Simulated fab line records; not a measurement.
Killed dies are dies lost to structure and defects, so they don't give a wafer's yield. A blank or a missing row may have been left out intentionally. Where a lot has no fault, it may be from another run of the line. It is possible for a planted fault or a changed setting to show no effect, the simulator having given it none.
fab line records || flow rit-cmos
record {"lots": 6, "wafers": 18, "last-day": 7}
route steps=202 shown GATE@79 FOX2@80
lots that met no fault: from a run of the same line without faults
start-h: start of the lot's first displayed wafer, in hours after the record's first day || wait-h: how many hours have passed since the lot's step before this one || " same as the row above || L1.1+2: a row that stands for several wafers || - value missing, or start not given || * or withheld: withheld || < > ~ a bound
route shown NAME@n: NAME is a module with steps in the file, n the number in the route of the first one || usual: average and standard deviation across the fault-free wafers || same: alike in all rows || chamber/n: place in a boat || sites: each site's reading || _std_site: the standard deviation of these || _edge_site: the outer-site mean with the inner-site mean subtracted || radius-mm: for every site, how far away it sits from the centre of the wafer || mask NAME#n: copy n || behind: the tool/chamber that last shaped the wafer || hold: the reason the lot was held/the length of the hold in hours/how it ended || device: the transistor (n, p or np) that didn't switch || end of line: the same wafers' tests at the end of the route || where a step has no rows: the recipe by itself || killed: dies that structure and defects cost at the first sort, which is not the same as the wafer's yield || map: a wafer's dies, marking killed ones x, the rest . and places with no die _
set.NAME: the setting as run; set.NAME@STEP: as run at that earlier step || model.NAME: the simulator's own value behind a step, which no gauge read
lots at selected steps of the route; one table per step, one row per wafer
## steps
# step RIT_GATE_CLEAN_04
# recipe {"chemistry": "dHF", "dilution": "50:1", "time-s": 60, "dry": "n2-spin"}
# step RIT_FOX2_THK_MEAS_91
# recipe {"reads": "SiO2_of_FOX2_OXIDATION_00"}
# usual {"FIELD_OXIDE_LEFT_2_THK": "253/5.1"}
{"lot.wafer": "L169.2", "tool": "film-metro-01", "chamber": "-", "start-h": 46.75, "wait-h": 0.0, "FIELD_OXIDE_LEFT_2_THK[nm]": 255}
{"lot.wafer": "L169.3", "tool": "film-metro-01", "chamber": "-", "start-h": 46.75, "wait-h": 0.0, "FIELD_OXIDE_LEFT_2_THK[nm]": 252}
{"lot.wafer": "L169.6", "tool": "film-metro-01", "chamber": "-", "start-h": 46.75, "wait-h": 0.0, "FIELD_OXIDE_LEFT_2_THK[nm]": 255}
{"lot.wafer": "L174.1", "tool": "film-metro-02", "chamber": "-", "start-h": 73.10, "wait-h": 0.0, "FIELD_OXIDE_LEFT_2_THK[nm]": 248}
{"lot.wafer": "L174.3", "tool": "film-metro-02", "chamber": "-", "start-h": 73.10, "wait-h": 0.0, "FIELD_OXIDE_LEFT_2_THK[nm]": 251}
{"lot.wafer": "L174.6", "tool": "film-metro-02", "chamber": "-", "start-h": 73.10, "wait-h": 0.0, "FIELD_OXIDE_LEFT_2_THK[nm]": 253}
{"lot.wafer": "L175.1", "tool": "film-metro-01", "chamber": "-", "start-h": 78.13, "wait-h": 0.0, "FIELD_OXIDE_LEFT_2_THK[nm]": 259}
{"lot.wafer": "L175.3", "tool": "film-metro-01", "chamber": "-", "start-h": 78.13, "wait-h": 0.0, "FIELD_OXIDE_LEFT_2_THK[nm]": 258}
{"lot.wafer": "L175.6", "tool": "film-metro-01", "chamber": "-", "start-h": 78.13, "wait-h": 0.0, "FIELD_OXIDE_LEFT_2_THK[nm]": 259}
{"lot.wafer": "L176.2", "tool": "film-metro-02", "chamber": "-", "start-h": 82.56, "wait-h": 0.0, "FIELD_OXIDE_LEFT_2_THK[nm]": 246}
{"lot.wafer": "L176.3", "tool": "film-metro-02", "chamber": "-", "start-h": 82.56, "wait-h": 0.0, "FIELD_OXIDE_LEFT_2_THK[nm]": 249}
{"lot.wafer": "L176.5", "tool": "film-metro-02", "chamber": "-", "start-h": 82.56, "wait-h": 0.0, "FIELD_OXIDE_LEFT_2_THK[nm]": 254}
{"lot.wafer": "L178.2", "tool": "film-metro-01", "chamber": "-", "start-h": 92.77, "wait-h": 0.0, "FIELD_OXIDE_LEFT_2_THK[nm]": 254}
{"lot.wafer": "L178.3", "tool": "film-metro-01", "chamber": "-", "start-h": 92.77, "wait-h": 0.0, "FIELD_OXIDE_LEFT_2_THK[nm]": 255}
{"lot.wafer": "L178.6", "tool": "film-metro-01", "chamber": "-", "start-h": 92.77, "wait-h": 0.0, "FIELD_OXIDE_LEFT_2_THK[nm]": 257}
{"lot.wafer": "L186.1", "tool": "film-metro-02", "chamber": "-", "start-h": 133.11, "wait-h": 0.0, "FIELD_OXIDE_LEFT_2_THK[nm]": 256}
{"lot.wafer": "L186.2", "tool": "film-metro-02", "chamber": "-", "start-h": 133.11, "wait-h": 0.0, "FIELD_OXIDE_LEFT_2_THK[nm]": 256}
{"lot.wafer": "L186.6", "tool": "film-metro-02", "chamber": "-", "start-h": 133.11, "wait-h": 0.0, "FIELD_OXIDE_LEFT_2_THK[nm]": 253}
# step RIT_GATE_OXIDATION_05
# recipe {"temp-c": 900, "ambient": "O2", "target-thk-a": 30, "ox-time-s": 270}
# step RIT_GATE_ANNEAL_06
# recipe {"temp-c": 900, "time-s": 600, "ambient": "N2O"}
# step RIT_GATE_THK_MEAS_07
# recipe {"reads": "SiO2_of_GATE_OXIDATION_05"}
# usual {"GATE_OXIDE_THK": "3.01/0.07"}
{"lot.wafer": "L169.2", "tool": "film-metro-03", "chamber": "-", "start-h": 48.63, "wait-h": 0.0, "GATE_OXIDE_THK[nm]": 2.99}
{"lot.wafer": "L169.3", "tool": "film-metro-03", "chamber": "-", "start-h": 48.63, "wait-h": 0.0, "GATE_OXIDE_THK[nm]": 3.01}
{"lot.wafer": "L169.6", "tool": "film-metro-03", "chamber": "-", "start-h": 48.63, "wait-h": 0.0, "GATE_OXIDE_THK[nm]": 2.95}
{"lot.wafer": "L174.1", "tool": "film-metro-01", "chamber": "-", "start-h": 77.46, "wait-h": 0.0, "GATE_OXIDE_THK[nm]": 3.04}
{"lot.wafer": "L174.3", "tool": "film-metro-01", "chamber": "-", "start-h": 77.46, "wait-h": 0.0, "GATE_OXIDE_THK[nm]": 3.06}
{"lot.wafer": "L174.6", "tool": "film-metro-01", "chamber": "-", "start-h": 77.46, "wait-h": 0.0, "GATE_OXIDE_THK[nm]": 3.06}
{"lot.wafer": "L175.1", "tool": "film-metro-03", "chamber": "-", "start-h": 79.98, "wait-h": 0.0, "GATE_OXIDE_THK[nm]": 2.95}
{"lot.wafer": "L175.3", "tool": "film-metro-03", "chamber": "-", "start-h": 79.98, "wait-h": 0.0, "GATE_OXIDE_THK[nm]": 2.87}
{"lot.wafer": "L175.6", "tool": "film-metro-03", "chamber": "-", "start-h": 79.98, "wait-h": 0.0, "GATE_OXIDE_THK[nm]": 2.85}
{"lot.wafer": "L176.2", "tool": "film-metro-01", "chamber": "-", "start-h": 83.95, "wait-h": 0.0, "GATE_OXIDE_THK[nm]": 2.98}
{"lot.wafer": "L176.3", "tool": "film-metro-01", "chamber": "-", "start-h": 83.95, "wait-h": 0.0, "GATE_OXIDE_THK[nm]": 2.97}
{"lot.wafer": "L176.5", "tool": "film-metro-01", "chamber": "-", "start-h": 83.95, "wait-h": 0.0, "GATE_OXIDE_THK[nm]": 3.00}
{"lot.wafer": "L178.2", "tool": "film-metro-01", "chamber": "-", "start-h": 94.16, "wait-h": 0.0, "GATE_OXIDE_THK[nm]": 3.13}
{"lot.wafer": "L178.3", "tool": "film-metro-01", "chamber": "-", "start-h": 94.16, "wait-h": 0.0, "GATE_OXIDE_THK[nm]": 3.06}
{"lot.wafer": "L178.6", "tool": "film-metro-01", "chamber": "-", "start-h": 94.16, "wait-h": 0.0, "GATE_OXIDE_THK[nm]": 3.11}
{"lot.wafer": "L186.1", "tool": "film-metro-02", "chamber": "-", "start-h": 134.50, "wait-h": 0.0, "GATE_OXIDE_THK[nm]": 2.94}
{"lot.wafer": "L186.2", "tool": "film-metro-02", "chamber": "-", "start-h": 134.50, "wait-h": 0.0, "GATE_OXIDE_THK[nm]": 3.08}
{"lot.wafer": "L186.6", "tool": "film-metro-02", "chamber": "-", "start-h": 134.50, "wait-h": 0.0, "GATE_OXIDE_THK[nm]": 2.99}
# step RIT_GATE_CVD_08
# recipe {"material": "poly-Si", "target-thk-nm": 250, "temp-c": 610, "precursor": "SiH4", "time-s": 2220, "pressure-mtorr": 300, "sih4-flow-sccm": 100}
# step RIT_GATE_THK_MEAS_09
# recipe {"reads": "poly-Si_of_GATE_CVD_08"}
# usual {"GATE_POLY_THK": "249.6/2.2"}
{"lot.wafer": "L169.2", "tool": "film-metro-03", "chamber": "-", "start-h": 50.30, "wait-h": 0.0, "GATE_POLY_THK[nm]": 249.9}
{"lot.wafer": "L169.3", "tool": "film-metro-03", "chamber": "-", "start-h": 50.30, "wait-h": 0.0, "GATE_POLY_THK[nm]": 249.4}
{"lot.wafer": "L169.6", "tool": "film-metro-03", "chamber": "-", "start-h": 50.30, "wait-h": 0.0, "GATE_POLY_THK[nm]": 249.8}
{"lot.wafer": "L174.1", "tool": "film-metro-02", "chamber": "-", "start-h": 79.14, "wait-h": 0.0, "GATE_POLY_THK[nm]": 250.1}
{"lot.wafer": "L174.3", "tool": "film-metro-02", "chamber": "-", "start-h": 79.14, "wait-h": 0.0, "GATE_POLY_THK[nm]": 248.5}
{"lot.wafer": "L174.6", "tool": "film-metro-02", "chamber": "-", "start-h": 79.14, "wait-h": 0.0, "GATE_POLY_THK[nm]": 248.9}
{"lot.wafer": "L175.1", "tool": "film-metro-03", "chamber": "-", "start-h": 82.01, "wait-h": 0.0, "GATE_POLY_THK[nm]": 248.9}
{"lot.wafer": "L175.3", "tool": "film-metro-03", "chamber": "-", "start-h": 82.01, "wait-h": 0.0, "GATE_POLY_THK[nm]": 250.5}
{"lot.wafer": "L175.6", "tool": "film-metro-03", "chamber": "-", "start-h": 82.01, "wait-h": 0.0, "GATE_POLY_THK[nm]": 250.0}
{"lot.wafer": "L176.2", "tool": "film-metro-03", "chamber": "-", "start-h": 85.62, "wait-h": 0.0, "GATE_POLY_THK[nm]": 245.4}
{"lot.wafer": "L176.3", "tool": "film-metro-03", "chamber": "-", "start-h": 85.62, "wait-h": 0.0, "GATE_POLY_THK[nm]": 246.3}
{"lot.wafer": "L176.5", "tool": "film-metro-03", "chamber": "-", "start-h": 85.62, "wait-h": 0.0, "GATE_POLY_THK[nm]": 246.5}
{"lot.wafer": "L178.2", "tool": "film-metro-03", "chamber": "-", "start-h": 95.83, "wait-h": 0.0, "GATE_POLY_THK[nm]": 249.6}
{"lot.wafer": "L178.3", "tool": "film-metro-03", "chamber": "-", "start-h": 95.83, "wait-h": 0.0, "GATE_POLY_THK[nm]": 251.7}
{"lot.wafer": "L178.6", "tool": "film-metro-03", "chamber": "-", "start-h": 95.83, "wait-h": 0.0, "GATE_POLY_THK[nm]": 252.0}
{"lot.wafer": "L186.1", "tool": "film-metro-03", "chamber": "-", "start-h": 136.17, "wait-h": 0.0, "GATE_POLY_THK[nm]": 250.4}
{"lot.wafer": "L186.2", "tool": "film-metro-03", "chamber": "-", "start-h": 136.17, "wait-h": 0.0, "GATE_POLY_THK[nm]": 251.1}
{"lot.wafer": "L186.6", "tool": "film-metro-03", "chamber": "-", "start-h": 136.17, "wait-h": 0.0, "GATE_POLY_THK[nm]": 249.0}
# step RIT_GATE_HMDS_10
# recipe {"prime-time-s": 60, "prime-temp-c": 140}
# step RIT_GATE_COAT_11
# recipe {"resist": "NOVOLAK", "spin-rpm": 4250, "resist-thk-nm": 850}
# step RIT_GATE_SOFTBAKE_12
# recipe {"resist": "NOVOLAK", "temp-c": 90, "time-s": 60}
# step RIT_GATE_EXPOSE_13
# recipe {"mask-id": "M6", "na": 0.6, "source-shape": "conventional", "sigma-outer": 0.6, "target-cd-nm": 150, "dose-mj": 380}
# step RIT_GATE_PEB_14
# recipe {"resist": "NOVOLAK", "temp-c": "withheld", "time-s": "withheld"}
# step RIT_GATE_DEVELOP_15
# recipe {"resist": "NOVOLAK", "develop-time-s": 50, "dev-temp-c": 23}
# usual {"chill-plate-temp-C": "23.03/0.12", "develop-time-s": "50/0"}
{"lot.wafer": "L169.2", "tool": "litho-track-01", "chamber": 0, "start-h": 51, "wait-h": "-", "chill-plate-temp-C": 23.02, "develop-time-s": 50}
{"lot.wafer": "L169.3", "tool": "litho-track-01", "chamber": 0, "start-h": 51, "wait-h": "-", "chill-plate-temp-C": 23.05, "develop-time-s": 50}
{"lot.wafer": "L169.6", "tool": "litho-track-01", "chamber": 0, "start-h": 51, "wait-h": "-", "chill-plate-temp-C": 22.89, "develop-time-s": 50}
{"lot.wafer": "L174.1", "tool": "litho-track-01", "chamber": 0, "start-h": 79, "wait-h": "-", "chill-plate-temp-C": 23.08, "develop-time-s": 50}
{"lot.wafer": "L174.3", "tool": "litho-track-01", "chamber": 0, "start-h": 79, "wait-h": "-", "chill-plate-temp-C": 23.25, "develop-time-s": 50}
{"lot.wafer": "L174.6", "tool": "litho-track-01", "chamber": 0, "start-h": 80, "wait-h": "-", "chill-plate-temp-C": 23.19, "develop-time-s": 50}
{"lot.wafer": "L175.1", "tool": "litho-track-01", "chamber": "-", "start-h": 82, "wait-h": "-", "chill-plate-temp-C": "-", "develop-time-s": "-"}
{"lot.wafer": "L175.3", "tool": "litho-track-01", "chamber": "-", "start-h": 82, "wait-h": "-", "chill-plate-temp-C": "-", "develop-time-s": "-"}
{"lot.wafer": "L175.6", "tool": "litho-track-01", "chamber": "-", "start-h": 83, "wait-h": "-", "chill-plate-temp-C": "-", "develop-time-s": "-"}
{"lot.wafer": "L176.2", "tool": "litho-track-03", "chamber": "-", "start-h": 86, "wait-h": "-", "chill-plate-temp-C": "-", "develop-time-s": "-"}
{"lot.wafer": "L176.3", "tool": "litho-track-03", "chamber": "-", "start-h": 86, "wait-h": "-", "chill-plate-temp-C": "-", "develop-time-s": "-"}
{"lot.wafer": "L176.5", "tool": "litho-track-03", "chamber": "-", "start-h": 86, "wait-h": "-", "chill-plate-temp-C": "-", "develop-time-s": "-"}
{"lot.wafer": "L178.2", "tool": "litho-track-01", "chamber": 0, "start-h": 96, "wait-h": "-", "chill-plate-temp-C": 23.01, "develop-time-s": 50}
{"lot.wafer": "L178.3", "tool": "litho-track-01", "chamber": 0, "start-h": 96, "wait-h": "-", "chill-plate-temp-C": 23.10, "develop-time-s": 50}
{"lot.wafer": "L178.6", "tool": "litho-track-01", "chamber": 0, "start-h": 96, "wait-h": "-", "chill-plate-temp-C": 23.06, "develop-time-s": 50}
{"lot.wafer": "L186.1", "tool": "litho-track-02", "chamber": 0, "start-h": 136, "wait-h": "-", "chill-plate-temp-C": 23.08, "develop-time-s": 50}
{"lot.wafer": "L186.2", "tool": "litho-track-02", "chamber": 0, "start-h": 136, "wait-h": "-", "chill-plate-temp-C": 23.10, "develop-time-s": 50}
{"lot.wafer": "L186.6", "tool": "litho-track-02", "chamber": 0, "start-h": 137, "wait-h": "-", "chill-plate-temp-C": 23.06, "develop-time-s": 50}
# step RIT_GATE_CD_MEAS_16
# recipe {"target-cd-nm": 150}
# usual {"cd-nm": "150/3.2"}
{"lot.wafer": "L169.2", "tool": "cd-sem-01", "chamber": "-", "start-h": 51.22, "wait-h": "-", "cd-nm": 151}
{"lot.wafer": "L169.3", "tool": "cd-sem-01", "chamber": "-", "start-h": 51.22, "wait-h": "-", "cd-nm": 149}
{"lot.wafer": "L169.6", "tool": "cd-sem-01", "chamber": "-", "start-h": 51.22, "wait-h": "-", "cd-nm": 153}
{"lot.wafer": "L174.1", "tool": "cd-sem-01", "chamber": "-", "start-h": 80.05, "wait-h": "-", "cd-nm": 152}
{"lot.wafer": "L174.3", "tool": "cd-sem-01", "chamber": "-", "start-h": 80.05, "wait-h": "-", "cd-nm": 152}
{"lot.wafer": "L174.6", "tool": "cd-sem-01", "chamber": "-", "start-h": 80.05, "wait-h": "-", "cd-nm": 150}
{"lot.wafer": "L175.1", "tool": "cd-sem-01", "chamber": "-", "start-h": 83.05, "wait-h": "-", "cd-nm": "-"}
{"lot.wafer": "L175.3", "tool": "cd-sem-01", "chamber": "-", "start-h": 83.05, "wait-h": "-", "cd-nm": "-"}
{"lot.wafer": "L175.6", "tool": "cd-sem-01", "chamber": "-", "start-h": 83.05, "wait-h": "-", "cd-nm": "-"}
{"lot.wafer": "L176.2", "tool": "cd-sem-01", "chamber": "-", "start-h": 86.54, "wait-h": "-", "cd-nm": "-"}
{"lot.wafer": "L176.3", "tool": "cd-sem-01", "chamber": "-", "start-h": 86.54, "wait-h": "-", "cd-nm": "-"}
{"lot.wafer": "L176.5", "tool": "cd-sem-01", "chamber": "-", "start-h": 86.54, "wait-h": "-", "cd-nm": "-"}
{"lot.wafer": "L178.2", "tool": "cd-sem-01", "chamber": "-", "start-h": 96.75, "wait-h": "-", "cd-nm": 151}
{"lot.wafer": "L178.3", "tool": "cd-sem-01", "chamber": "-", "start-h": 96.75, "wait-h": "-", "cd-nm": 150}
{"lot.wafer": "L178.6", "tool": "cd-sem-01", "chamber": "-", "start-h": 96.75, "wait-h": "-", "cd-nm": 152}
{"lot.wafer": "L186.1", "tool": "cd-sem-01", "chamber": "-", "start-h": 137.08, "wait-h": "-", "cd-nm": 149}
{"lot.wafer": "L186.2", "tool": "cd-sem-01", "chamber": "-", "start-h": 137.08, "wait-h": "-", "cd-nm": 151}
{"lot.wafer": "L186.6", "tool": "cd-sem-01", "chamber": "-", "start-h": 137.08, "wait-h": "-", "cd-nm": 149}
## key
first-sign {"step": "RIT_GATE_DEVELOP_15", "reading": "tool-record", "direction": "missing"}
effect none on later readings
met-at RIT_GATE_DEVELOP_15
struck-wafers L175.1,L175.3,L175.6,L176.2,L176.3,L176.5
later-rows-left-out L175.1,L175.3,L175.6,L176.2,L176.3,L176.5
sort-left-out L175.1,L175.3,L175.6,L176.2,L176.3,L176.5
tester-left-out L175,L176
onset-between 79 82
fault {"kind": "skipped-step-whole", "tool": "litho-track-01,litho-track-03", "chamber": "-", "onset-h": 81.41, "steps": "RIT_GATE_DEVELOP_15", "scope": "struck-lots-only"}
# tester-left-out: of these lots the tester's yield and bins aren't shown, on N5 and GAA mostly nor the transistor test; their killed dies are dies lost to structure and defects alone, not to doping, threshold or leakage, so they don't give the yield
# sort-left-out: the simulated sort isn't trusted on such a fault, so these wafers' sort isn't shown, and their yield isn't known
# later-rows-left-out: the simulator's readings of these wafers behind a module that went badly wrong aren't trusted and aren't shown, but for the sort
